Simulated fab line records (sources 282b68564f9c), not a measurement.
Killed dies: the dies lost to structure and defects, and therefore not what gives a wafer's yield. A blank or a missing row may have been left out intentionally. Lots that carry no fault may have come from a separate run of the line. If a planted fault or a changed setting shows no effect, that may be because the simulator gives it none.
fab line records | flow ritCmos
record: lots: 5 wafers: 15 lastDay: 7
route steps=202 shown M1@184
lots with no fault: from the same line, run without faults
startH: hours from the record's first day to the start of the lot's first wafer shown | waitH: hours since the lot's step before | " unchanged from the row above | L1.1+2: a row that stands for several wafers | - no value present, or no start provided | * or withheld: withheld | < > ~ a bound
route shown NAME@n: NAME is a module with steps in the file, n the number in the route of the first one | usual: mean/standard deviation taken from wafers without a fault | same: alike in all rows | chamber/n: place in a boat | sites: readings site by site | _std_site: standard deviation across them | _edge_site: mean of outer sites minus mean of inner sites | radiusMm: how far each site lies from the wafer's centre | mask NAME#n: copy n | behind: the most recent tool/chamber to have shaped the wafer | hold: reason for holding the lot/hours on hold/outcome of the hold | device: which transistor (n, p or np) failed to switch | end of line: tests of these same wafers at the route's end | a step with no rows: only its recipe | killed: dies that structure and defects cost at the first sort, which is not the same as the wafer's yield | map: shows each die of a wafer: x if killed, . if not, _ if none is there
set.NAME: the run value of the setting; set.NAME@STEP: its run value at that earlier step | model.NAME: the simulator's own value behind a step, which no gauge read
certain route steps with their lots: each step a table, each wafer a row
services: from which hour (startH, from the record's first day; less than 0 if before it) a tool's chamber was out of use, for how many hours, and why
== steps ==
step: RIT_M1_SPUTTER_00
recipe: material: Al targetThkNm: 400 powerW: 2000 chamberPressurePa: 0.4 gas: Ar timeS: 500 substrateTempC: 25
usual: throttleValvePct: 30.2/0.69
same: timeS: 500
columns lot.wafer tool chamber startH waitH throttleValvePct
L762.2 pvdSputter-03 - 62.95 0.0 31.7
L762.4 " - " " 30.1
L762.6 " - " " 29.6
L766.1 pvdSputter-04 - 83.20 0.0 29.0
L766.3 " - " " 29.6
L766.5 " - " " 29.7
L771.1 pvdSputter-03 - 107.69 0.0 29.4
L771.2 " - " " 31.4
L771.4 " - " " 30.0
L780.1 pvdSputter-02 - 153.18 0.0 31.2
L780.5 " - " " 29.7
L780.6 " - " " 30.1
L781.1 pvdSputter-03 - 157.29 0.0 29.9
L781.5 " - " " 29.8
L781.6 " - " " 30.2
step: RIT_M1_RS_MEAS_01
recipe: thkMeasGauge: four-point-probe reads: Al_of_M1_SPUTTER_00
usual: M1_AL_RS: 0.0734/0.00096
columns lot.wafer tool chamber startH waitH M1_AL_RS[ohm/sq]
L762.2 filmMetro-01 - 63.27 0.2 0.0744
L762.4 " - " " 0.0731
L762.6 " - " " 0.0741
L766.1 filmMetro-04 - 83.50 0.1 0.0737
L766.3 " - " " 0.0748
L766.5 " - " " 0.0752
L771.1 filmMetro-03 - 107.98 0.1 0.0728
L771.2 " - " " 0.0729
L771.4 " - " " 0.0715
L780.1 filmMetro-04 - 153.48 0.1 0.0728
L780.5 " - " " 0.0721
L780.6 " - " " 0.0723
L781.1 filmMetro-04 - 157.59 0.1 0.0729
L781.5 " - " " 0.0721
L781.6 " - " " 0.0731
step: RIT_M1_THK_MEAS_02
recipe: thkMeasGauge: xrf reads: Al_of_M1_SPUTTER_00
usual: M1_AL_THK: 400/5.5
columns lot.wafer tool chamber startH waitH M1_AL_THK[nm]
L762.2 filmMetro-01 - 63.38 0.1 394
L762.4 " - " " 399
L762.6 " - " " 395
L766.1 filmMetro-04 - 83.62 0.1 399
L766.3 " - " " 391
L766.5 " - " " 390
L771.1 filmMetro-03 - 108.10 0.1 402
L771.2 " - " " 403
L771.4 " - " " 410
L780.1 filmMetro-04 - 153.60 0.1 404
L780.5 " - " " 408
L780.6 " - " " 406
L781.1 filmMetro-04 - 157.71 0.1 402
L781.5 " - " " 406
L781.6 " - " " 401
step: RIT_M1_HMDS_03
recipe: primeTimeS: 60 primeTempC: 140
step: RIT_M1_COAT_04
recipe: resist: NOVOLAK spinRpm: 2000 resistThkNm: 1300
step: RIT_M1_SOFTBAKE_05
recipe: resist: NOVOLAK tempC: 90 timeS: 60
step: RIT_M1_EXPOSE_06
recipe: maskId: M12 na: 0.6 sourceShape: conventional sigmaOuter: 0.5 targetCdNm: 2600 doseMj: 250
step: RIT_M1_PEB_07
recipe: resist: NOVOLAK tempC: withheld timeS: withheld
step: RIT_M1_DEVELOP_08
recipe: resist: NOVOLAK developTimeS: 68 devTempC: 23
step: RIT_M1_CD_MEAS_09
recipe: targetCdNm: 2600
usual: cdNm: 2600.2/2.2
columns lot.wafer tool chamber startH waitH cdNm
L762.2 cdSem-02 - 64.33 - 2599.4
L762.4 " - " " 2598.6
L762.6 " - " " 2601.2
L766.1 cdSem-02 - 84.68 - 2600.8
L766.3 " - " " 2601.3
L766.5 " - " " 2601.8
L771.1 cdSem-01 - 109.19 - 2597.7
L771.2 " - " " 2597.8
L771.4 " - " " 2594.3
L780.1 cdSem-02 - 154.68 - 2599.4
L780.5 " - " " 2600.0
L780.6 " - " " 2598.7
L781.1 cdSem-01 - 158.77 - 2603.1
L781.5 " - " " 2601.6
L781.6 " - " " 2601.8
step: RIT_M1_OVL_MEAS_10
usual: M1_OVL: -1.7/1.3
columns lot.wafer tool chamber startH waitH M1_OVL[nm]
L762.2 overlay-02 - 64.43 0.1 1.0
L762.4 " - " " 0.3
L762.6 " - " " 0.0
L766.1 overlay-01 - 84.80 0.1 -2.1
L766.3 " - " " -2.2
L766.5 " - " " -1.9
L771.1 overlay-02 - 109.31 0.1 -3.0
L771.2 " - " " -0.8
L771.4 " - " " -2.3
L780.1 overlay-01 - 154.80 0.1 0.0
L780.5 " - " " -2.7
L780.6 " - " " -1.3
L781.1 overlay-02 - 158.89 0.1 -4.3
L781.5 " - " " -3.2
L781.6 " - " " -2.9
step: RIT_M1_HARDBAKE_11
recipe: resist: NOVOLAK tempC: 140 timeS: 120
step: RIT_M1_METAL_ETCH_12
recipe: stopOn: SiO2 chemistry: Cl2/BCl3 target: Al timeS: 165 overEtchFrac: 0.5 pressureMtorr: 100 targetDepthA: 6000 rfW: 250 Cl2_flow_sccm: 60 bcl3FlowSccm: 50
usual: drypumpMotorCurrentA: 6.0/0.52 mfcCl2Sccm: 59.96/0.2 oesProductAu: 0.776/0.0082 rfFwdPowerW: 249.1/0.71 throttleValvePct: 8.30/0.083
same: timeS: 165
columns lot.wafer tool chamber startH waitH drypumpMotorCurrentA mfcCl2Sccm oesProductAu rfFwdPowerW rfHoursCounterH throttleValvePct model.NOVOLAK_of_M1_COAT_04.thkNm model.M1.cdNm model.M1.featureDepthNm
L762.2 rieMetal-03 0 64.71 0.2 5.9 60.05 0.765 248.0 1 8.32 799.1 2599 428.7
L762.4 " 1 " " 5.6 59.85 0.790 249.7 - 8.20 821.3 2602 433.8
L762.6 " 0 " " 5.9 60.31 0.772 249.8 - 8.32 798.6 2599 429.7
L766.1 rieMetal-02 0 85.09 0.2 5.7 60.13 0.767 250.2 38 8.26 816.9 2599 429.8
L766.3 " 0 " " 5.7 60.11 0.767 250.4 - 8.26 816.2 2600 424.8
L766.5 " 0 " " 5.7 60.21 0.764 249.7 - 8.26 814.1 2600 423.3
L771.1 rieMetal-03 1 109.59 0.2 5.6 59.97 0.786 248.4 1 8.22 827.7 2602 433.4
L771.2 " 0 " " 5.9 59.59 0.770 348.9 1 8.30 671.9 2574 448.5
L771.4 " 0 " " 5.9 59.80 0.795 348.7 - 8.30 676.1 2571 456.8
L780.1 rieMetal-01 1 155.09 0.2 6.6 60.05 0.779 248.8 4 8.19 819.7 2598 435
L780.5 " 1 " " 6.6 60.10 0.777 249.2 - 8.16 819.1 2599 438.6
L780.6 " 0 " " 5.3 60.11 0.782 249.1 - 8.40 816.1 2600 437.3
L781.1 rieMetal-02 1 159.18 0.2 6.7 59.79 0.780 248.3 0 8.39 806.7 2604 434.9
L781.5 " 0 " " 5.7 59.78 0.801 249.8 - 8.26 813.9 2603 438.1
L781.6 " 1 " " 6.7 60.20 0.779 249.5 - 8.39 809.7 2603 433.2
step: RIT_M1_STRIP_13
recipe: chemistry: nmp resist: NOVOLAK tempC: 80 timeS: 600 dry: n2Spin
step: RIT_M1_STRIP_14
recipe: chemistry: O2 timeS: 180 platenTempC: withheld powerW: 500 pressureMtorr: 4000 o2FlowSccm: 4000
usual: drypumpMotorCurrentA: 5.5/0.31
same: timeS: 180
columns lot.wafer tool chamber startH waitH drypumpMotorCurrentA rfHoursCounterH
L762.2 plasmaAsher-03 1 65.06 0.0 5.1 44
L762.4 " 1 " " 5.1 -
L762.6 " 0 " " 5.4 -
L766.1 plasmaAsher-04 0 85.44 0.0 5.5 29
L766.3 " 1 " " 5.2 -
L766.5 " 0 " " 5.5 -
L771.1 plasmaAsher-04 0 109.93 0.0 5.5 31
L771.2 " 1 " " 5.3 31
L771.4 " 1 " " 5.3 -
L780.1 plasmaAsher-02 0 155.43 0.0 6.1 51
L780.5 " 1 " " 5.5 -
L780.6 " 0 " " 6.1 -
L781.1 plasmaAsher-02 1 159.53 0.0 5.5 51
L781.5 " 0 " " 6.1 -
L781.6 " 1 " " 5.5 -
step: RIT_M1_CD_MEAS_90
recipe: targetCdNm: 2600
usual: cdNm: 2601.0/2.7
columns lot.wafer tool chamber startH waitH cdNm
L762.2 cdSem-01 - 65.26 0.1 2598.5
L762.4 " - " " 2602.4
L762.6 " - " " 2598.8
L766.1 cdSem-02 - 85.62 0.1 2598.4
L766.3 " - " " 2600.4
L766.5 " - " " 2600.1
L771.1 cdSem-01 - 110.11 0.1 2601.5
L771.2 " - " " 2574.0
L771.4 " - " " 2570.9
L780.1 cdSem-02 - 155.60 0.1 2598.4
L780.5 " - " " 2599.4
L780.6 " - " " 2600.2
L781.1 cdSem-01 - 159.71 0.1 2604.0
L781.5 " - " " 2602.6
L781.6 " - " " 2603.4
step: RIT_M1_ANNEAL_15
recipe: tempC: 450 timeS: 1800 ambient: forming_gas_H2N2
step: RIT_M1_PROBE_99
usual: defectLimitedYield: 97.5/1.2 killedAtFrontEnd: 7/3.1 killedDies: 7/3.1 killedOpen: 3.3/1.9 killedShort: 3.3/2 sort_bin_3_pad_short: 0.1/0.21 sort_bin_5_function: 1.5/0.88 sort_bin_6_memory: 0.9/0.64 sortNPass: 257/3.1 sortYieldPct: 97.5/1.2
same: grossDies: 264 killed_at_M0_to_M3: 0 killed_at_M4_up: 0 killedAtBackSide: 0 killedAtContacts: 0 killedAtOther: 0
columns lot.wafer tool chamber startH waitH defectLimitedYield[%] killedAtFrontEnd killedDies killedOpen killedShort sort_bin_3_pad_short[%] sort_bin_5_function[%] sort_bin_6_memory[%] sortNPass sortYieldPct[%] model.etest.m1.widthNm model.etest.antennaM1.gateLog10ACm2 model.etest.antennaM1.vtShiftV
L762.2 prober-01 - 67.03 0.1 94.7 14 14 7 7 0.4 3.4 1.5 250 94.7 2604 -6.567 -0.01491
L762.4 prober-01 - 67.13 0.2 94.7 14 14 6 8 0.8 2.3 2.3 250 94.7 2599 -5.946 -0.00858
L762.6 prober-01 - 67.23 0.2 97.7 6 6 2 4 0.4 1.5 0.4 258 97.7 2594 -6.276 -0.01492
L766.1 prober-01 - 88.02 0.1 97.7 6 6 4 2 0 1.9 0.4 258 97.7 2600 -6.348 -0.007047
L766.3 prober-01 - 88.12 0.2 98.9 3 3 2 1 0 1.1 0 261 98.9 2601 -6.373 -0.01375
L766.5 prober-01 - 88.22 0.2 96.6 9 9 3 6 0 3.0 0.4 255 96.6 2593 -6.194 -0.01402
L771.1 prober-01 - 112.50 0.1 96.2 10 10 6 4 0 1.9 1.9 254 96.2 2601 -6.061 -0.009417
L771.2 prober-01 - 112.55 0.1 94.3 15 15 9 6 0 3.8 1.9 249 94.3 2577 -4.722 -0.05366
L771.4 prober-01 - 112.65 0.2 98.5 4 4 1 3 0 1.1 0.4 260 98.5 2571 -4.38 -0.049
L780.1 prober-01 - 158.56 0.1 98.9 3 3 1 2 0 0.4 0.8 261 98.9 2604 -6.182 -0.01222
L780.5 prober-01 - 158.76 0.2 99.2 2 2 1 1 0 0.4 0.4 262 99.2 2602 -6.709 -0.01128
L780.6 prober-01 - 158.81 0.2 94.7 14 14 5 9 0.4 3.8 1.1 250 94.7 2597 -6.101 -0.008124
L781.1 prober-01 - 161.45 0.1 97.0 8 8 4 4 0 1.5 1.5 256 97.0 2606 -6.388 -0.01384
L781.5 prober-01 - 161.65 0.2 98.1 5 5 2 3 0 1.5 0.4 259 98.1 2599 -6.372 -0.01148
L781.6 prober-01 - 161.70 0.2 98.9 3 3 1 2 0.4 0.4 0.4 261 98.9 2600 -6.501 -0.01461
killed by level:class
L762.2 SILICIDE:geometricParticle:open=3 FOX2:geometricParticle:short=2 GATE:geometricParticle:open=2 FOX1:geometricParticle:short=1 FOX1:geometricParticle:open=1 GATE:geometricParticle:short=1 REOX:geometricParticle:short=1 REOX:geometricParticle:open=1
L762.4 GATE:geometricParticle:short=5 SILICIDE:geometricParticle:short=3 GATE:geometricParticle:open=2 SPACER:geometricParticle:open=2 FOX1:geometricParticle:open=1 FOX2:geometricParticle:open=1
L762.6 GATE:geometricParticle:short=2 GATE:geometricParticle:open=2 FOX2:geometricParticle:short=1 SPACER:geometricParticle:short=1
L766.1 GATE:geometricParticle:open=4 FOX1:geometricParticle:short=1 SPACER:geometricParticle:short=1
L766.3 FOX2:geometricParticle:short=1 FOX2:geometricParticle:open=1 SILICIDE:geometricParticle:open=1
L766.5 FOX1:geometricParticle:short=2 GATE:geometricParticle:short=2 FOX2:geometricParticle:open=1 GATE:geometricParticle:open=1 REOX:geometricParticle:short=1 SPACER:geometricParticle:short=1 SPACER:geometricParticle:open=1
L771.1 GATE:geometricParticle:open=4 GATE:geometricParticle:short=3 SPACER:geometricParticle:open=2 SPACER:geometricParticle:short=1
L771.2 FOX1:geometricParticle:open=3 GATE:geometricParticle:short=3 GATE:geometricParticle:open=2 SPACER:geometricParticle:open=2 FOX1:geometricParticle:short=1 SPACER:geometricParticle:short=1 FOX2:geometricParticle:open=1 REOX:geometricParticle:open=1
L771.4 GATE:geometricParticle:short=2 SPACER:geometricParticle:short=1 SILICIDE:geometricParticle:open=1
L780.1 GATE:geometricParticle:short=2 GATE:geometricParticle:open=1
L780.5 FOX1:geometricParticle:open=1 REOX:geometricParticle:short=1
L780.6 GATE:geometricParticle:short=5 SILICIDE:geometricParticle:open=3 GATE:geometricParticle:open=2 SILICIDE:geometricParticle:short=2 FOX1:geometricParticle:short=1 SPACER:geometricParticle:short=1
L781.1 FOX2:geometricParticle:short=2 GATE:geometricParticle:open=2 GATE:geometricParticle:short=1 REOX:geometricParticle:short=1 SPACER:geometricParticle:open=1 SILICIDE:geometricParticle:open=1
L781.5 SILICIDE:geometricParticle:short=2 FOX1:geometricParticle:open=1 REOX:geometricParticle:open=1 SPACER:geometricParticle:short=1
L781.6 FOX1:geometricParticle:short=1 SPACER:geometricParticle:short=1 SPACER:geometricParticle:open=1
== services ==
columns tool chamber startH hours kind
pvdSputter-03 - 94.38 10.6 repair
rieMetal-03 1 113.15 4.3 repair
rieMetal-02 - 136.12 20.0 pm
rieMetal-02 0 136.12 20.0 ventCycle
rieMetal-02 1 136.12 20.0 ventCycle
rieMetal-02 0 156.12 - clean
rieMetal-02 1 156.12 - clean
== key ==
firstSign: step: RIT_M1_METAL_ETCH_12 reading: rfFwdPowerW direction: up sigmas: 99+ usual: 249.1 struck: 348.8
effect: step: RIT_M1_CD_MEAS_90 reading: cdNm direction: down sigmas: 11 usual: 2601.0 struck: 2572.4
modelEffect: step: RIT_M1_METAL_ETCH_12 value: NOVOLAK_of_M1_COAT_04.thkNm without: 806.5 struck: 674
modelEffect: step: RIT_M1_PROBE_99 value: etest.m1.widthNm without: 2598 struck: 2574
metAt RIT_M1_METAL_ETCH_12
struckWafers L771.2,L771.4
onsetBetween 64.71 109.59
fault: kind: processParameterDrift tool: rieMetal-03 chamber: 0 onsetH: 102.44 steps: RIT_M1_METAL_ETCH_12 channel: rfW offset: 100 shape: step endH: 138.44 stated: 250
